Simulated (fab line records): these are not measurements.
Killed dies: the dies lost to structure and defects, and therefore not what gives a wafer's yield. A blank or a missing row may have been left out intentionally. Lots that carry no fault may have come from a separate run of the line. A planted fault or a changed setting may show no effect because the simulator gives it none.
A sampling plan put to the test | flow rit-cmos | one fab line, 32 faults that these records tell of, each judged on the records of the lots that it struck; 1 more is left out, because the records don't allow judging it
Plan = the line's own looks (route steps where a gauge or an inspection reads the wafer without altering it). Where struck wafers have a number at a look and the file lists that look's usual mean and standard deviation on fault-free wafers, the look can be judged. Caught: the struck wafers' mean, at a look after the fault's first step, is 4 or more of those standard deviations (sigma) away from the usual mean. On the tool: the same test on the tool's own readings at the fault's steps. It also counts as caught if the struck wafers ran another recipe or if their record alone is blank.

THE FAULTS, as the simulator had put them in
1. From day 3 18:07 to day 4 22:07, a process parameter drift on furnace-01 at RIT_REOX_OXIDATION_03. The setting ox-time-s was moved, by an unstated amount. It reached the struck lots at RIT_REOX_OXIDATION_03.
2. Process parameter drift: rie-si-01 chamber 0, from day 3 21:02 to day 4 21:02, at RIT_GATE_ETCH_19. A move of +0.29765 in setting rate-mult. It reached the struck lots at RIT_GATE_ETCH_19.
3. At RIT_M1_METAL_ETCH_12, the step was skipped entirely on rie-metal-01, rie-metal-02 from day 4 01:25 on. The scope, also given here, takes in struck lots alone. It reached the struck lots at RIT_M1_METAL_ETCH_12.
4. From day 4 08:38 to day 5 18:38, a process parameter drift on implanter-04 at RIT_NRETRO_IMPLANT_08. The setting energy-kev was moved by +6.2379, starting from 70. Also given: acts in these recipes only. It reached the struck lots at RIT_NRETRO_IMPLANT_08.
5. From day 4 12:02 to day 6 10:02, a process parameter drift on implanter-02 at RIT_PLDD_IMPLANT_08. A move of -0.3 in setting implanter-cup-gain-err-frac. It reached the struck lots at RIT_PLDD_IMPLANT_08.
6. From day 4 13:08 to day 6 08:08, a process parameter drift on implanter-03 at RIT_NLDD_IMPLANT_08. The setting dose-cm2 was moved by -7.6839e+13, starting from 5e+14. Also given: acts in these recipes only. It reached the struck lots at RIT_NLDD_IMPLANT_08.
7. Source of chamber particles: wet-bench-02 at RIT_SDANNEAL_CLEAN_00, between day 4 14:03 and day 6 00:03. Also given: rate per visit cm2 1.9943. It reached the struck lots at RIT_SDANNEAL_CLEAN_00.
8. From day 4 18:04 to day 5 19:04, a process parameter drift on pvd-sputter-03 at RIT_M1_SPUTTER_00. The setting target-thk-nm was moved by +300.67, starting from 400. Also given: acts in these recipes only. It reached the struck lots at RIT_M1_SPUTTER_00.
9. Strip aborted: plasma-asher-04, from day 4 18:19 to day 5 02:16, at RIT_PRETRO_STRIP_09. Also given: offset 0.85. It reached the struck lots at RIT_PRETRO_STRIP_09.
10. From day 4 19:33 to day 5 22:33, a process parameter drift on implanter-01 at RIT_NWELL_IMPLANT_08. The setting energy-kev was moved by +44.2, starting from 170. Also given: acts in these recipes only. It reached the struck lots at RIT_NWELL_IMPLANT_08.
11. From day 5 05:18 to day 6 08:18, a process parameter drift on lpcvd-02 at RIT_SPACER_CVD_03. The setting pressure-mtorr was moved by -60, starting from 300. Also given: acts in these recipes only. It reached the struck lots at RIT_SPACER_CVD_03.
12. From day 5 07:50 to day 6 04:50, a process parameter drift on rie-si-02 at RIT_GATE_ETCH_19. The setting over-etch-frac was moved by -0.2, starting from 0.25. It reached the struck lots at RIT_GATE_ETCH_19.
13. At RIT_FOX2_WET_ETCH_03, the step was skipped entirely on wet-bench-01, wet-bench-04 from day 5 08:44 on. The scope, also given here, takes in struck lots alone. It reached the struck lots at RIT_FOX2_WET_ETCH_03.
14. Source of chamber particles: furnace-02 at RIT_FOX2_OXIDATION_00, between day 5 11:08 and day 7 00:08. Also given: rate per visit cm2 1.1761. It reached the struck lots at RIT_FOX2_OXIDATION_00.
15. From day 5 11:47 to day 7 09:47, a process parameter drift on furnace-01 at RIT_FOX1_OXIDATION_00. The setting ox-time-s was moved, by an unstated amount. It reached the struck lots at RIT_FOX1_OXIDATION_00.
16. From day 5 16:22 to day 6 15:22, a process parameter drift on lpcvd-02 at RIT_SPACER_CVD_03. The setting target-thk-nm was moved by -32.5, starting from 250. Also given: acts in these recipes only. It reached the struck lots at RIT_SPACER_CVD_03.
17. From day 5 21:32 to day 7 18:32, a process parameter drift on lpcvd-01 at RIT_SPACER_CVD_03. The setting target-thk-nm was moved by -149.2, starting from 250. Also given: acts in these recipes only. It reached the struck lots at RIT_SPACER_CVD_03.
18. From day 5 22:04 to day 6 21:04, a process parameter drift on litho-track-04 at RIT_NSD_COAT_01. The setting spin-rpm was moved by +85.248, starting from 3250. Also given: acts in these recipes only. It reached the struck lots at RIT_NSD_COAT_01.
19. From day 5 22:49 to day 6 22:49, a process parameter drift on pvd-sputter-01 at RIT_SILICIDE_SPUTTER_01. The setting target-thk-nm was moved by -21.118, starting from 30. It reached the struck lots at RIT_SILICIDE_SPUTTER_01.
20. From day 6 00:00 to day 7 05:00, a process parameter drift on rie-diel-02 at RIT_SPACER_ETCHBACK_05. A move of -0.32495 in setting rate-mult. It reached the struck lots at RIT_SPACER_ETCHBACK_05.
21. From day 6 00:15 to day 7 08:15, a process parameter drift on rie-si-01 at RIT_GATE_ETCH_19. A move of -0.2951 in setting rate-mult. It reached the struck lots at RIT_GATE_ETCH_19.
22. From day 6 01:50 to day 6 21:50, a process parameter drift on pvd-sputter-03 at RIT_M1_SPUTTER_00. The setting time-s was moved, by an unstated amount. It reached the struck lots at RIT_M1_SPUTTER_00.
23. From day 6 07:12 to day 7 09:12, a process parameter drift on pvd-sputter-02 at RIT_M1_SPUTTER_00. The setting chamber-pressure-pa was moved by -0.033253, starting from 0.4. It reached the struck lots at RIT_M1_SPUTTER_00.
24. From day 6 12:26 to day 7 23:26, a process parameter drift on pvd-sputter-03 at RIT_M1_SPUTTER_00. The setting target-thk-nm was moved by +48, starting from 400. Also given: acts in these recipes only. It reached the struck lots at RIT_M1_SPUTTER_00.
25. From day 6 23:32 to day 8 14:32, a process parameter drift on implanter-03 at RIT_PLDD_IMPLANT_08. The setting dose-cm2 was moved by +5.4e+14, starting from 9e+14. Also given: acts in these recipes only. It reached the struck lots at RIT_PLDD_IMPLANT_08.
26. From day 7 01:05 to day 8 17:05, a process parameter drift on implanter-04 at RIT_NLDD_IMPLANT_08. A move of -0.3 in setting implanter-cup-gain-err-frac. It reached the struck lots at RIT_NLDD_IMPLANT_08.
27. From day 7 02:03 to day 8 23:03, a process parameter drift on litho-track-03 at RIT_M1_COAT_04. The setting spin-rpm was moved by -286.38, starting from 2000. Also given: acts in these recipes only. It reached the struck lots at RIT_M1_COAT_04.
28. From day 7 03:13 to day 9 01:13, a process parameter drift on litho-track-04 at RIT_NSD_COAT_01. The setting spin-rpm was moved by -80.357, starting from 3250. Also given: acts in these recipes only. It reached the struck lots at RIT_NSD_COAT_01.
29. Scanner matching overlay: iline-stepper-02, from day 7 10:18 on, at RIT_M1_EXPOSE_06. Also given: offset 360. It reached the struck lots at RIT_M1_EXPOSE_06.
30. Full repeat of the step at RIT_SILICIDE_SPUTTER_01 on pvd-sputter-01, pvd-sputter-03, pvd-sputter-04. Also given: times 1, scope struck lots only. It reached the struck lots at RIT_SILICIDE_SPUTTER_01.
31. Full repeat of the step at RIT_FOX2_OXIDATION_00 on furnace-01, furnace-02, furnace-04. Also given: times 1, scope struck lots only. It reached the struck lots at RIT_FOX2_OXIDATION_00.
32. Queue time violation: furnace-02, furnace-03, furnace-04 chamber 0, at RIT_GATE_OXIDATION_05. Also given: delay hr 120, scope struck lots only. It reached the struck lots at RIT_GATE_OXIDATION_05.

WHAT THE PLAN SAW
fault | on the tool itself                               | first look that catches it                      | reading, sigma                                      | median hours from its first step to that look | hours from the fault's start to the first struck lot there | judged looks passed uncaught
1     | under 2 sigma                                    | RIT_REOX_THK_MEAS_04                            | REOX_OXIDE_THK -22                                  | 2.6                                           | 0                                                          | 0
2     | under 2 sigma                                    | no look after it can be judged                  | -                                                   | -                                             | -                                                          | 0
3     | the tool's record is blank for the struck wafers | no look after it can be judged                  | -                                                   | -                                             | -                                                          | 0
4     | beam-energy-keV +99 or beyond sigma              | not the one look that can be judged after it    | strongest: NRETRO_TW at RIT_NRETRO_TW_MEAS_10, +3.7 | -                                             | -                                                          | 1
5     | beam-on-s +21 sigma                              | RIT_PLDD_TW_MEAS_10                             | PLDD_TW +14                                         | 0.3                                           | 1                                                          | 0
6     | dose-ions-cm2 -99 or beyond sigma                | RIT_NLDD_TW_MEAS_10                             | NLDD_TW -7.9                                        | 0.3                                           | 2                                                          | 0
7     | no reading that can be judged                    | no look after it can be judged                  | -                                                   | -                                             | -                                                          | 0
8     | under 2 sigma                                    | RIT_M1_RS_MEAS_01                               | M1_AL_RS -32                                        | 0.3                                           | 5                                                          | 0
9     | run-length-s -99 or beyond sigma                 | not the one look that can be judged after it    | -                                                   | -                                             | -                                                          | 1
10    | beam-energy-keV +99 or beyond sigma              | RIT_NWELL_TW_MEAS_10                            | NWELL_TW +7.5                                       | 0.3                                           | 5                                                          | 0
11    | pressure-mtorr -99 or beyond sigma               | RIT_SPACER_THK_MEAS_04                          | SPACER_NITRIDE_THK -6.5                             | 1.9                                           | 9                                                          | 0
12    | oes-product-au +7.6 sigma                        | no look after it can be judged                  | -                                                   | -                                             | -                                                          | 0
13    | no reading that can be judged                    | none of the 4 looks that can be judged after it | -                                                   | -                                             | -                                                          | 4
14    | no reading that can be judged                    | no look after it can be judged                  | -                                                   | -                                             | -                                                          | 0
15    | no reading that can be judged                    | RIT_FOX1_THK_MEAS_01                            | FOX1_OXIDE_THK -18                                  | 1.3                                           | 5                                                          | 0
16    | under 2 sigma                                    | RIT_SPACER_THK_MEAS_04                          | SPACER_NITRIDE_THK -14                              | 1.9                                           | 6                                                          | 0
17    | under 2 sigma                                    | RIT_SPACER_THK_MEAS_04                          | SPACER_NITRIDE_THK -61                              | 1.9                                           | 6                                                          | 0
18    | spin-speed-rpm +33 sigma                         | not the one look that can be judged after it    | -                                                   | -                                             | -                                                          | 1
19    | under 2 sigma                                    | RIT_SILICIDE_RS_MEAS_02                         | SILICIDE_TI_RS +99 or beyond                        | 0.2                                           | 4                                                          | 0
20    | oes-product-au -6.2 sigma                        | no look after it can be judged                  | -                                                   | -                                             | -                                                          | 0
21    | oes-product-au -4.4 sigma                        | no look after it can be judged                  | -                                                   | -                                             | -                                                          | 0
22    | under 2 sigma                                    | RIT_M1_RS_MEAS_01                               | M1_AL_RS +5.0                                       | 0.3                                           | 5                                                          | 0
23    | chamber-pressure-pa -41 sigma                    | none of the 4 looks that can be judged after it | -                                                   | -                                             | -                                                          | 4
24    | under 2 sigma                                    | RIT_M1_RS_MEAS_01                               | M1_AL_RS -8.4                                       | 0.3                                           | 7                                                          | 0
25    | dose-ions-cm2 +99 or beyond sigma                | RIT_PLDD_TW_MEAS_10                             | PLDD_TW +16                                         | 0.3                                           | 4                                                          | 0
26    | beam-on-s +22 sigma                              | RIT_NLDD_TW_MEAS_10                             | NLDD_TW +14                                         | 0.3                                           | 7                                                          | 0
27    | spin-speed-rpm -99 or beyond sigma               | not the one look that can be judged after it    | strongest: cd-nm at RIT_M1_CD_MEAS_09, +2.9         | -                                             | -                                                          | 1
28    | spin-speed-rpm -31 sigma                         | not the one look that can be judged after it    | -                                                   | -                                             | -                                                          | 1
29    | under 2 sigma                                    | RIT_M1_OVL_MEAS_10                              | M1_OVL +99 or beyond                                | 0.5                                           | 5                                                          | 0
30    | under 2 sigma                                    | RIT_SILICIDE_RS_MEAS_02                         | SILICIDE_TI_RS -36                                  | 0.5                                           | -                                                          | 0
31    | under 2 sigma                                    | RIT_FOX2_THK_MEAS_01                            | FOX2_OXIDE_THK +28                                  | 3.8                                           | -                                                          | 0
32    | under 2 sigma                                    | none of the 6 looks that can be judged after it | -                                                   | -                                             | -                                                          | 6
A dash: the fault isn't caught, or these records don't give the number.

Caught at a look: 17 of 32. Caught on the tool: 16 of 32. By one or the other: 27 of 32.
Faults caught by the tool alone: 3, 4, 9, 12, 18, 20, 21, 23, 27, 28.
Caught at a look alone: faults 1, 8, 15, 16, 17, 19, 22, 24, 29, 30, 31.
Caught by neither: faults 2, 7, 13, 14, 32.

THINNER SAMPLING
In the worst case, this is how late the first struck lot would be measured if the look that catches a fault measured only every second or every third lot, by lot number:
fault | struck lots at that look, in order of time | every lot | every second lot | every third lot
1     | L721, L722, L723                           | 0 h       | 5 h              | 14 h
5     | L963, L966, L968                           | 1 h       | 16 h             | may miss all 3
6     | L144, L145                                 | 2 h       | 7 h              | may miss all 2
8     | L166, L168                                 | 5 h       | may miss all 2   | may miss all 2
10    | L287, L290                                 | 5 h       | 25 h             | may miss all 2
11    | L928, L930                                 | 9 h       | may miss all 2   | may miss all 2
15    | L909, L913                                 | 5 h       | may miss all 2   | may miss all 2
16    | L660, L662                                 | 6 h       | may miss all 2   | may miss all 2
17    | L463, L465                                 | 6 h       | may miss all 2   | may miss all 2
19    | L609, L611                                 | 4 h       | may miss all 2   | may miss all 2
22    | L823, L825                                 | 5 h       | may miss all 2   | may miss all 2
24    | L848, L854                                 | 7 h       | may miss all 2   | may miss all 2
25    | L352, L353                                 | 4 h       | 6 h              | may miss all 2
26    | L643, L644                                 | 7 h       | 13 h             | may miss all 2
29    | L688, L689                                 | 5 h       | 8 h              | may miss all 2
Hours: fault start to first struck lot measured. The limit of 4 sigma was tested on all struck wafers together, so one lot alone may lie under it. Other struck lots may not be in these records.

THE LONGEST TIMED WAY FROM STEP TO LOOK
For fault 31, RIT_FOX2_OXIDATION_00 and RIT_FOX2_THK_MEAS_01 are separated by a median of 3.8 hours. No look between them can be judged.
